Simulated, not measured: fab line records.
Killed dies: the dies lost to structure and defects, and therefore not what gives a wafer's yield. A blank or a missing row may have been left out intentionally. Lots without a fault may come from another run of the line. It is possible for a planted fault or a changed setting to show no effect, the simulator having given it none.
fab line records	flow rit_cmos	part 1 of 2: steps 1 to 30 of 42
[record] lots = 5	wafers = 15	last_day = 5
route steps=202 shown FOX2@25 NWELL@28 PWELL@39 WELLDRIVE@50 NRETRO@53 PRETRO@64
lots untouched by any fault: they come from a run of this same line in which no faults occurred
start_h: hours from the record's opening day to when the first of the lot's shown wafers began	wait_h: hours elapsed since this lot's preceding step	" same as the row above	L1.1+2: several wafers, shown together as one row	- no value, or no start was given	* or withheld: withheld	< > ~ a bound
route shown NAME@n: a module of which the file shows steps, and the number in the route of the first	usual: mean/standard deviation taken from wafers without a fault	same: alike in all rows	chamber/n: place in a boat	sites: each site's reading	_std_site: standard deviation of those values	_edge_site: mean of outer sites minus mean of inner sites	radius_mm: for every site, how far away it sits from the centre of the wafer	mask NAME#n: copy n	behind: the tool/chamber that last shaped the wafer	hold: why the lot went on hold/how many hours it stayed there/how the hold came to an end	device: which transistor (n, p or np) failed to switch	end of line: the tests these same wafers got at the end of their route	a step given without rows: its recipe and nothing more	killed: the dies lost at the first sort to structure and to defects; this is not the yield of the wafer	map: dies across one wafer; x = killed, . = not, _ = none there
set.NAME: the setting the step ran with; set.NAME@STEP: the setting that earlier step ran with	model.NAME: the simulator's own value behind a step, which no gauge read
certain route steps with their lots: each step a table, each wafer a row
services: the hour from which a tool's chamber was out of use, counted from the record's first day as start_h (under 0 if before that day), plus the number of hours and why
[[steps]]
[step RIT_FOX2_CLEAN_02]
[recipe] chemistry = dHF	dilution = 50:1	time_s = 180
lot.wafer	tool	chamber	start_h	wait_h
L074.2+3+5	wet_bench-02	1	20.62	0.0
L075.3+5+6	wet_bench-02	0	25.48	0.0
L077.1+3+5	wet_bench-01	1	35.44	0.1
L078.3+4+5	wet_bench-01	1	40.79	0.0
L085.2+3+5	wet_bench-02	1	74.46	0.0
[step RIT_FOX2_WET_ETCH_03]
[recipe] chemistry = H3PO4	target = Si3N4	target_depth_nm = 195	temp_c = 165	time_s = 2700
lot.wafer	tool	chamber	start_h	wait_h
L074.2+3+5	wet_bench-01	2	20.68	0.0
L075.3+5+6	wet_bench-03	3	25.54	0.0
L077.1+3+5	wet_bench-03	3	35.50	0.0
L078.3+4+5	wet_bench-02	1	40.85	0.0
L085.2+3+5	wet_bench-03	1	74.52	0.0
[step RIT_FOX2_THK_MEAS_90]
[recipe] reads = SiO2_of_FOX2_OXIDATION_00
[usual] FIELD_OXIDE_LEFT_1_THK = 326/6.8
lot.wafer	tool	chamber	start_h	wait_h	FIELD_OXIDE_LEFT_1_THK[nm]
L074.2	film_metro-01	-	21.45	0.0	327
L074.3	"	-	"	"	320
L074.5	"	-	"	"	324
L075.3	film_metro-04	-	26.38	0.0	325
L075.5	"	-	"	"	320
L075.6	"	-	"	"	317
L077.1	film_metro-02	-	36.33	0.0	342
L077.3	"	-	"	"	336
L077.5	"	-	"	"	336
L078.3	film_metro-04	-	41.63	0.0	316
L078.4	"	-	"	"	315
L078.5	"	-	"	"	314
L085.2	film_metro-01	-	75.43	0.0	322
L085.3	"	-	"	"	318
L085.5	"	-	"	"	314
[step RIT_NWELL_HMDS_00]
[recipe] prime_time_s = 60	prime_temp_c = 140
[usual] exhaust_pa = 44.9/0.89
lot.wafer	tool	chamber	start_h	wait_h	exhaust_pa
L074.2	litho_track-04	0	21.52	0.1	44.9
L074.3	"	0	"	"	45.8
L074.5	"	0	"	"	45.2
L075.3	litho_track-01	0	26.47	0.1	45.0
L075.5	"	0	"	"	44.0
L075.6	"	0	"	"	44.5
L077.1	litho_track-02	0	36.39	0.1	43.5
L077.3	"	0	"	"	43.7
L077.5	"	0	"	"	45.1
L078.3	litho_track-04	0	41.72	0.1	44.4
L078.4	"	0	"	"	44.8
L078.5	"	0	"	"	43.9
L085.2	litho_track-01	0	75.51	0.1	44.9
L085.3	"	0	"	"	44.2
L085.5	"	0	"	"	44.8
[step RIT_NWELL_COAT_01]
[recipe] resist = NOVOLAK	spin_rpm = 2000	resist_thk_nm = 1321
[usual] exhaust_pa = 45.0/0.81
lot.wafer	tool	chamber	start_h	wait_h	exhaust_pa
L074.2	litho_track-04	0	21.67	0.1	44.6
L074.3	"	0	"	"	44.2
L074.5	"	0	"	"	44.1
L075.3	litho_track-01	0	26.62	0.1	43.7
L075.5	"	0	"	"	44.3
L075.6	"	0	"	"	43.8
L077.1	litho_track-02	0	36.54	0.1	46.2
L077.3	"	0	"	"	45.7
L077.5	"	0	"	"	44.6
L078.3	litho_track-04	0	41.87	0.1	43.8
L078.4	"	0	"	"	45.6
L078.5	"	0	"	"	45.1
L085.2	litho_track-01	0	75.66	0.1	46.4
L085.3	"	0	"	"	46.0
L085.5	"	0	"	"	45.2
[step RIT_NWELL_SOFTBAKE_02]
[recipe] resist = NOVOLAK	temp_c = 90	time_s = 60
[usual] exhaust_pa = 44.9/0.9
lot.wafer	tool	chamber	start_h	wait_h	exhaust_pa
L074.2	litho_track-04	0	21.82	0.1	44.9
L074.3	"	0	"	"	44.1
L074.5	"	0	"	"	45.1
L075.3	litho_track-01	0	26.77	0.1	45.3
L075.5	"	0	"	"	44.0
L075.6	"	0	"	"	45.2
L077.1	litho_track-02	0	36.69	0.1	44.4
L077.3	"	0	"	"	45.7
L077.5	"	0	"	"	44.4
L078.3	litho_track-04	0	42.02	0.1	47.0
L078.4	"	0	"	"	47.1
L078.5	"	0	"	"	44.9
L085.2	litho_track-01	0	75.81	0.1	45.6
L085.3	"	0	"	"	44.9
L085.5	"	0	"	"	42.8
[step RIT_NWELL_EXPOSE_03]
[recipe] mask_id = M2	na = 0.57	target_cd_nm = 43900	dose_mj = 250
lot.wafer	tool	chamber	start_h	wait_h	mask
L074.2+3+5	iline_stepper-02	0	21.97	0.1	M2#0
L075.3+5+6	iline_stepper-01	0	27.04	0.2	M2#0
L077.1+3+5	iline_stepper-01	0	36.96	0.2	M2#0
L078.3+4+5	iline_stepper-02	0	42.29	0.2	M2#0
L085.2+3+5	iline_stepper-01	0	75.95	0.1	M2#0
[step RIT_NWELL_PEB_04]
[recipe] resist = NOVOLAK	temp_c = withheld	time_s = withheld
[usual] exhaust_pa = 45.2/0.78
lot.wafer	tool	chamber	start_h	wait_h	exhaust_pa
L074.2	litho_track-02	0	22.09	0.1	44.7
L074.3	"	0	"	"	45.0
L074.5	"	0	"	"	44.7
L075.3	litho_track-01	0	27.17	0.1	46.1
L075.5	"	0	"	"	45.3
L075.6	"	0	"	"	45.8
L077.1	litho_track-01	0	37.08	0.1	46.3
L077.3	"	0	"	"	45.9
L077.5	"	0	"	"	46.3
L078.3	litho_track-02	0	42.41	0.1	44.0
L078.4	"	0	"	"	45.6
L078.5	"	0	"	"	45.0
L085.2	litho_track-04	0	76.08	0.1	45.1
L085.3	"	0	"	"	45.4
L085.5	"	0	"	"	45.5
[step RIT_NWELL_DEVELOP_05]
[recipe] resist = NOVOLAK	develop_time_s = 68	dev_temp_c = 23
[usual] exhaust_pa = 44.8/1
lot.wafer	tool	chamber	start_h	wait_h	exhaust_pa
L074.2	litho_track-02	0	-	-	44.0
L074.3	"	0	"	"	45.4
L074.5	"	0	"	"	43.8
L075.3	litho_track-01	0	-	-	44.2
L075.5	"	0	"	"	43.2
L075.6	"	0	"	"	43.3
L077.1	litho_track-01	0	-	-	47.0
L077.3	"	0	"	"	47.5
L077.5	"	0	"	"	45.7
L078.3	litho_track-02	0	-	-	42.6
L078.4	"	0	"	"	43.1
L078.5	"	0	"	"	43.1
L085.2	litho_track-04	0	-	-	44.4
L085.3	"	0	"	"	42.7
L085.5	"	0	"	"	44.7
[step RIT_NWELL_OVL_MEAS_06]
[usual] NWELL_OVL = -0.9/1.3
lot.wafer	tool	chamber	start_h	wait_h	NWELL_OVL[nm]
L074.2	overlay-01	-	22.39	-	-3.2
L074.3	"	-	"	"	-1.8
L074.5	"	-	"	"	-4.6
L075.3	overlay-02	-	27.44	-	-1.9
L075.5	"	-	"	"	-2.9
L075.6	"	-	"	"	-0.9
L077.1	overlay-02	-	37.39	-	-2.2
L077.3	"	-	"	"	-3.0
L077.5	"	-	"	"	-3.7
L078.3	overlay-01	-	42.69	-	-1.4
L078.4	"	-	"	"	-0.2
L078.5	"	-	"	"	-1.5
L085.2	overlay-01	-	76.37	-	0.5
L085.3	"	-	"	"	0.8
L085.5	"	-	"	"	0.1
[step RIT_NWELL_HARDBAKE_07]
[recipe] resist = NOVOLAK	temp_c = 140	time_s = 120
[usual] exhaust_pa = 45.0/0.83
lot.wafer	tool	chamber	start_h	wait_h	exhaust_pa
L074.2	litho_track-04	0	22.46	0.1	43.7
L074.3	"	0	"	"	45.4
L074.5	"	0	"	"	44.8
L075.3	litho_track-01	0	27.55	0.1	44.6
L075.5	"	0	"	"	45.2
L075.6	"	0	"	"	44.1
L077.1	litho_track-02	0	37.43	0.0	44.5
L077.3	"	0	"	"	43.7
L077.5	"	0	"	"	46.4
L078.3	litho_track-04	0	42.80	0.1	44.0
L078.4	"	0	"	"	45.5
L078.5	"	0	"	"	45.2
L085.2	litho_track-01	0	76.44	0.1	45.5
L085.3	"	0	"	"	44.7
L085.5	"	0	"	"	44.2
[step RIT_NWELL_IMPLANT_08]
[recipe] species = P	energy_kev = 170	dose_cm2 = 5e+13	tilt_deg = 7
lot.wafer	tool	chamber	start_h	wait_h
L074.2+3+5	implanter-04	0	22.69	0.2
L075.3+5+6	implanter-03	0	27.77	0.2
L077.1+3+5	implanter-04	0	37.68	0.2
L078.3+4+5	implanter-04	0	43.01	0.2
L085.2+3+5	implanter-04	0	76.68	0.2
[step RIT_NWELL_STRIP_09]
[recipe] chemistry = O2	time_s = 180	resist = NOVOLAK	platen_temp_c = withheld	power_w = 500	pressure_mtorr = 4000	o2_flow_sccm = 4000
[usual] drypump_motor_current_A = 5.9/0.33
lot.wafer	tool	chamber	start_h	wait_h	drypump_motor_current_A	rf_hours_counter_h
L074.2	plasma_asher-04	0	22.82	0.1	6.0	38
L074.3	"	0	"	"	6.0	-
L074.5	"	1	"	"	5.3	-
L075.3	plasma_asher-04	1	27.92	0.1	5.3	-
L075.5	"	1	"	"	5.3	-
L075.6	"	0	"	"	6.0	-
L077.1	plasma_asher-02	0	37.83	0.1	6.1	39
L077.3	"	1	"	"	6.1	-
L077.5	"	1	"	"	6.2	-
L078.3	plasma_asher-02	0	43.17	0.1	6.1	-
L078.4	"	1	"	"	6.1	-
L078.5	"	0	"	"	6.1	-
L085.2	plasma_asher-04	0	76.80	0.1	6.0	45
L085.3	"	0	"	"	6.0	-
L085.5	"	1	"	"	5.3	-
[step RIT_NWELL_TW_MEAS_10]
[usual] NWELL_TW = 2140/22
lot.wafer	tool	chamber	start_h	wait_h	NWELL_TW
L074.2	film_metro-01	-	23.00	0.1	2133
L074.3	"	-	"	"	2140
L074.5	"	-	"	"	2140
L075.3	film_metro-01	-	28.06	0.1	2148
L075.5	"	-	"	"	2142
L075.6	"	-	"	"	2149
L077.1	film_metro-03	-	38.00	0.1	2110
L077.3	"	-	"	"	2107
L077.5	"	-	"	"	2124
L078.3	film_metro-03	-	43.31	0.1	2129
L078.4	"	-	"	"	2116
L078.5	"	-	"	"	2113
L085.2	film_metro-03	-	76.99	0.1	2113
L085.3	"	-	"	"	2102
L085.5	"	-	"	"	2103
[step RIT_PWELL_HMDS_00]
[recipe] prime_time_s = 60	prime_temp_c = 140
[usual] exhaust_pa = 44.9/0.82
lot.wafer	tool	chamber	start_h	wait_h	exhaust_pa
L074.2	litho_track-01	0	23.13	0.1	44.5
L074.3	"	0	"	"	44.3
L074.5	"	0	"	"	45.3
L075.3	litho_track-03	0	28.15	0.1	46.9
L075.5	"	0	"	"	45.9
L075.6	"	0	"	"	44.7
L077.1	litho_track-01	0	38.06	0.1	43.7
L077.3	"	0	"	"	44.9
L077.5	"	0	"	"	44.3
L078.3	litho_track-02	0	43.40	0.1	44.9
L078.4	"	0	"	"	43.8
L078.5	"	0	"	"	43.7
L085.2	litho_track-01	0	77.06	0.1	45.8
L085.3	"	0	"	"	45.0
L085.5	"	0	"	"	44.5
[step RIT_PWELL_COAT_01]
[recipe] resist = NOVOLAK	spin_rpm = 2000	resist_thk_nm = 1300
[usual] exhaust_pa = 44.9/0.77
lot.wafer	tool	chamber	start_h	wait_h	exhaust_pa
L074.2	litho_track-01	0	23.28	0.1	45.3
L074.3	"	0	"	"	44.9
L074.5	"	0	"	"	44.3
L075.3	litho_track-03	0	28.30	0.1	43.8
L075.5	"	0	"	"	43.5
L075.6	"	0	"	"	44.1
L077.1	litho_track-01	0	38.21	0.1	46.2
L077.3	"	0	"	"	45.7
L077.5	"	0	"	"	45.5
L078.3	litho_track-02	0	43.55	0.1	45.6
L078.4	"	0	"	"	44.5
L078.5	"	0	"	"	44.9
L085.2	litho_track-01	0	77.21	0.1	44.6
L085.3	"	0	"	"	45.5
L085.5	"	0	"	"	43.3
[step RIT_PWELL_SOFTBAKE_02]
[recipe] resist = NOVOLAK	temp_c = 90	time_s = 61.43
[usual] exhaust_pa = 45.0/0.95	plate_sensor_t_centre_C = 90.969/0.01	plate_sensor_t_edge_C = 91.019/0.011
lot.wafer	tool	chamber	start_h	wait_h	exhaust_pa	plate_sensor_t_centre_C	plate_sensor_t_edge_C
L074.2	litho_track-01	0	23.43	0.1	43.9	90.970	91.028
L074.3	"	0	"	"	44.9	90.951	91.024
L074.5	"	0	"	"	44.7	90.964	91.009
L075.3	litho_track-03	0	28.45	0.1	44.9	90.970	91.021
L075.5	"	0	"	"	43.9	90.984	91.026
L075.6	"	0	"	"	43.4	90.955	91.013
L077.1	litho_track-01	0	38.36	0.1	46.2	90.945	91.038
L077.3	"	0	"	"	45.0	90.973	91.026
L077.5	"	0	"	"	46.9	90.969	91.021
L078.3	litho_track-02	0	43.70	0.1	46.0	90.969	91.018
L078.4	"	0	"	"	45.5	90.973	91.018
L078.5	"	0	"	"	45.0	90.979	91.026
L085.2	litho_track-01	0	77.36	0.1	45.4	90.976	91.011
L085.3	"	0	"	"	45.9	90.970	91.041
L085.5	"	0	"	"	44.2	90.963	91.034
[step RIT_PWELL_EXPOSE_03]
[recipe] mask_id = M3	na = 0.57	target_cd_nm = 43700	dose_mj = 250
lot.wafer	tool	chamber	start_h	wait_h	mask
L074.2+3+5	iline_stepper-01	0	23.58	0.1	M3#0
L075.3+5+6	iline_stepper-02	0	28.71	0.2	M3#0
L077.1+3+5	iline_stepper-02	0	38.51	0.1	M3#0
L078.3+4+5	iline_stepper-01	0	43.96	0.2	M3#0
L085.2+3+5	iline_stepper-01	0	77.51	0.1	M3#0
[step RIT_PWELL_PEB_04]
[recipe] resist = NOVOLAK	temp_c = withheld	time_s = withheld
[usual] exhaust_pa = 45.2/0.91
lot.wafer	tool	chamber	start_h	wait_h	exhaust_pa
L074.2	litho_track-01	0	23.70	0.1	44.7
L074.3	"	0	"	"	45.7
L074.5	"	0	"	"	45.1
L075.3	litho_track-02	0	28.84	0.1	44.1
L075.5	"	0	"	"	43.7
L075.6	"	0	"	"	44.8
L077.1	litho_track-01	0	38.73	0.2	45.4
L077.3	"	0	"	"	44.2
L077.5	"	0	"	"	44.6
L078.3	litho_track-01	0	44.09	0.1	45.4
L078.4	"	0	"	"	45.7
L078.5	"	0	"	"	44.4
L085.2	litho_track-02	0	77.63	0.1	46.9
L085.3	"	0	"	"	46.6
L085.5	"	0	"	"	46.4
[step RIT_PWELL_DEVELOP_05]
[recipe] resist = NOVOLAK	develop_time_s = 68	dev_temp_c = 23
[usual] exhaust_pa = 45.2/0.96
lot.wafer	tool	chamber	start_h	wait_h	exhaust_pa
L074.2	litho_track-01	0	-	-	45.6
L074.3	"	0	"	"	45.0
L074.5	"	0	"	"	45.6
L075.3	litho_track-02	0	-	-	44.7
L075.5	"	0	"	"	44.0
L075.6	"	0	"	"	44.6
L077.1	litho_track-01	0	-	-	45.1
L077.3	"	0	"	"	45.5
L077.5	"	0	"	"	45.1
L078.3	litho_track-01	0	-	-	42.7
L078.4	"	0	"	"	45.2
L078.5	"	0	"	"	45.2
L085.2	litho_track-02	0	-	-	44.5
L085.3	"	0	"	"	45.8
L085.5	"	0	"	"	45.0
[step RIT_PWELL_OVL_MEAS_06]
[usual] PWELL_OVL = -1.1/1.5
lot.wafer	tool	chamber	start_h	wait_h	PWELL_OVL[nm]
L074.2	overlay-02	-	24.00	-	-2.0
L074.3	"	-	"	"	0.3
L074.5	"	-	"	"	0.0
L075.3	overlay-02	-	29.12	-	-0.3
L075.5	"	-	"	"	-1.1
L075.6	"	-	"	"	0.2
L077.1	overlay-02	-	39.04	-	-0.5
L077.3	"	-	"	"	-2.0
L077.5	"	-	"	"	-0.7
L078.3	overlay-01	-	44.36	-	-1.8
L078.4	"	-	"	"	-1.3
L078.5	"	-	"	"	-0.6
L085.2	overlay-01	-	77.92	-	0.0
L085.3	"	-	"	"	-1.2
L085.5	"	-	"	"	-2.0
[step RIT_PWELL_HARDBAKE_07]
[recipe] resist = NOVOLAK	temp_c = 140	time_s = 120
[usual] exhaust_pa = 44.6/0.89
lot.wafer	tool	chamber	start_h	wait_h	exhaust_pa
L074.2	litho_track-03	0	24.07	0.1	43.6
L074.3	"	0	"	"	44.7
L074.5	"	0	"	"	44.9
L075.3	litho_track-03	0	29.22	0.1	43.9
L075.5	"	0	"	"	43.4
L075.6	"	0	"	"	43.7
L077.1	litho_track-01	0	39.08	0.0	44.0
L077.3	"	0	"	"	44.3
L077.5	"	0	"	"	44.4
L078.3	litho_track-01	0	44.47	0.1	44.9
L078.4	"	0	"	"	43.2
L078.5	"	0	"	"	44.3
L085.2	litho_track-01	0	77.99	0.1	44.4
L085.3	"	0	"	"	43.8
L085.5	"	0	"	"	44.6
[step RIT_PWELL_IMPLANT_08]
[recipe] species = B	energy_kev = 170	dose_cm2 = 7.12e+13	tilt_deg = 7
lot.wafer	tool	chamber	start_h	wait_h
L074.2+3+5	implanter-03	0	24.30	0.2
L075.3+5+6	implanter-03	0	29.44	0.2
L077.1+3+5	implanter-03	0	39.33	0.2
L078.3+4+5	implanter-02	0	44.69	0.2
L085.2+3+5	implanter-03	0	78.23	0.2
[step RIT_PWELL_STRIP_09]
[recipe] chemistry = O2	time_s = 180	resist = NOVOLAK	platen_temp_c = withheld	power_w = 500	pressure_mtorr = 4000	o2_flow_sccm = 4000
[usual] drypump_motor_current_A = 5.5/0.37
lot.wafer	tool	chamber	start_h	wait_h	drypump_motor_current_A	rf_hours_counter_h
L074.2	plasma_asher-01	1	24.43	0.1	5.0	36
L074.3	"	0	"	"	5.7	-
L074.5	"	0	"	"	5.7	-
L075.3	plasma_asher-01	0	29.60	0.1	5.7	-
L075.5	"	1	"	"	5.1	-
L075.6	"	0	"	"	5.7	-
L077.1	plasma_asher-01	0	39.48	0.1	5.7	38
L077.3	"	0	"	"	5.7	-
L077.5	"	0	"	"	5.7	-
L078.3	plasma_asher-04	1	44.85	0.1	5.3	-
L078.4	"	0	"	"	6.0	-
L078.5	"	1	"	"	5.3	-
L085.2	plasma_asher-01	0	78.35	0.1	5.7	43
L085.3	"	1	"	"	5.1	-
L085.5	"	1	"	"	5.1	-
[step RIT_PWELL_TW_MEAS_10]
[usual] PWELL_TW = 959/9
lot.wafer	tool	chamber	start_h	wait_h	PWELL_TW
L074.2	film_metro-01	-	24.61	0.1	956
L074.3	"	-	"	"	964
L074.5	"	-	"	"	961
L075.3	film_metro-01	-	29.74	0.1	956
L075.5	"	-	"	"	956
L075.6	"	-	"	"	960
L077.1	film_metro-01	-	39.65	0.1	962
L077.3	"	-	"	"	956
L077.5	"	-	"	"	958
L078.3	film_metro-01	-	44.98	0.1	954
L078.4	"	-	"	"	959
L078.5	"	-	"	"	955
L085.2	film_metro-04	-	78.54	0.1	964
L085.3	"	-	"	"	968
L085.5	"	-	"	"	968
[step RIT_WELLDRIVE_ANNEAL_00]
[recipe] temp_c = 1100	time_s = 14700	ambient = N2
lot.wafer	tool	chamber	start_h	wait_h
L074.2+3+5	furnace-04	0	25.42	0.8
L075.3+5+6	furnace-04	0	30.50	0.8
L077.1+3+5	furnace-04	0	41.81	2.1
L078.3+4+5	furnace-03	0	45.21	0.2
L085.2+3+5	furnace-01	0	78.89	0.3
[step RIT_WELLDRIVE_RS_MEAS_01]
[recipe] thk_meas_gauge = four-point-probe
[usual] NWELL_RS = 275.3/0.74
lot.wafer	tool	chamber	start_h	wait_h	NWELL_RS[ohm/sq]
L074.2	film_metro-01	-	30.52	0.0	274.5
L074.3	"	-	"	"	274.8
L074.5	"	-	"	"	274.4
L075.3	film_metro-03	-	35.63	0.0	275.5
L075.5	"	-	"	"	275.5
L075.6	"	-	"	"	275.1
L077.1	film_metro-04	-	46.89	0.0	275.4
L077.3	"	-	"	"	275.9
L077.5	"	-	"	"	276.0
L078.3	film_metro-01	-	50.33	0.0	275.2
L078.4	"	-	"	"	275.6
L078.5	"	-	"	"	275.9
L085.2	film_metro-01	-	83.99	0.0	274.6
L085.3	"	-	"	"	275.4
L085.5	"	-	"	"	273.9
[step RIT_WELLDRIVE_RS_MEAS_02]
[recipe] thk_meas_gauge = four-point-probe
[usual] PWELL_RS = 424.4/1.1
lot.wafer	tool	chamber	start_h	wait_h	PWELL_RS[ohm/sq]
L074.2	film_metro-01	-	30.64	0.1	424.9
L074.3	"	-	"	"	424.6
L074.5	"	-	"	"	424.4
L075.3	film_metro-03	-	35.75	0.1	423.3
L075.5	"	-	"	"	424.2
L075.6	"	-	"	"	424.8
L077.1	film_metro-04	-	47.01	0.1	424.4
L077.3	"	-	"	"	423.4
L077.5	"	-	"	"	422.8
L078.3	film_metro-01	-	50.45	0.1	425.1
L078.4	"	-	"	"	425.0
L078.5	"	-	"	"	426.0
L085.2	film_metro-01	-	84.11	0.1	425.1
L085.3	"	-	"	"	425.4
L085.5	"	-	"	"	425.0
[step RIT_NRETRO_HMDS_00]
[recipe] prime_time_s = 60	prime_temp_c = 140
[usual] exhaust_pa = 44.9/0.98
lot.wafer	tool	chamber	start_h	wait_h	exhaust_pa
L074.2	litho_track-04	0	30.77	0.1	46.4
L074.3	"	0	"	"	45.3
L074.5	"	0	"	"	43.5
L075.3	litho_track-04	0	35.88	0.1	45.0
L075.5	"	0	"	"	44.5
L075.6	"	0	"	"	45.8
L077.1	litho_track-03	0	47.13	0.1	46.0
L077.3	"	0	"	"	45.4
L077.5	"	0	"	"	46.5
L078.3	litho_track-01	0	50.58	0.1	44.0
L078.4	"	0	"	"	45.4
L078.5	"	0	"	"	46.0
L085.2	litho_track-04	0	84.24	0.1	45.3
L085.3	"	0	"	"	45.3
L085.5	"	0	"	"	44.8
[step RIT_NRETRO_COAT_01]
[recipe] resist = NOVOLAK	spin_rpm = 2000	resist_thk_nm = 1300
[usual] exhaust_pa = 44.9/0.88
lot.wafer	tool	chamber	start_h	wait_h	exhaust_pa
L074.2	litho_track-04	0	30.92	0.1	46.2
L074.3	"	0	"	"	46.1
L074.5	"	0	"	"	43.8
L075.3	litho_track-04	0	36.03	0.1	45.5
L075.5	"	0	"	"	46.0
L075.6	"	0	"	"	45.9
L077.1	litho_track-03	0	47.28	0.1	46.1
L077.3	"	0	"	"	45.7
L077.5	"	0	"	"	46.7
L078.3	litho_track-01	0	50.73	0.1	44.6
L078.4	"	0	"	"	44.8
L078.5	"	0	"	"	44.5
L085.2	litho_track-04	0	84.39	0.1	46.1
L085.3	"	0	"	"	46.6
L085.5	"	0	"	"	44.5
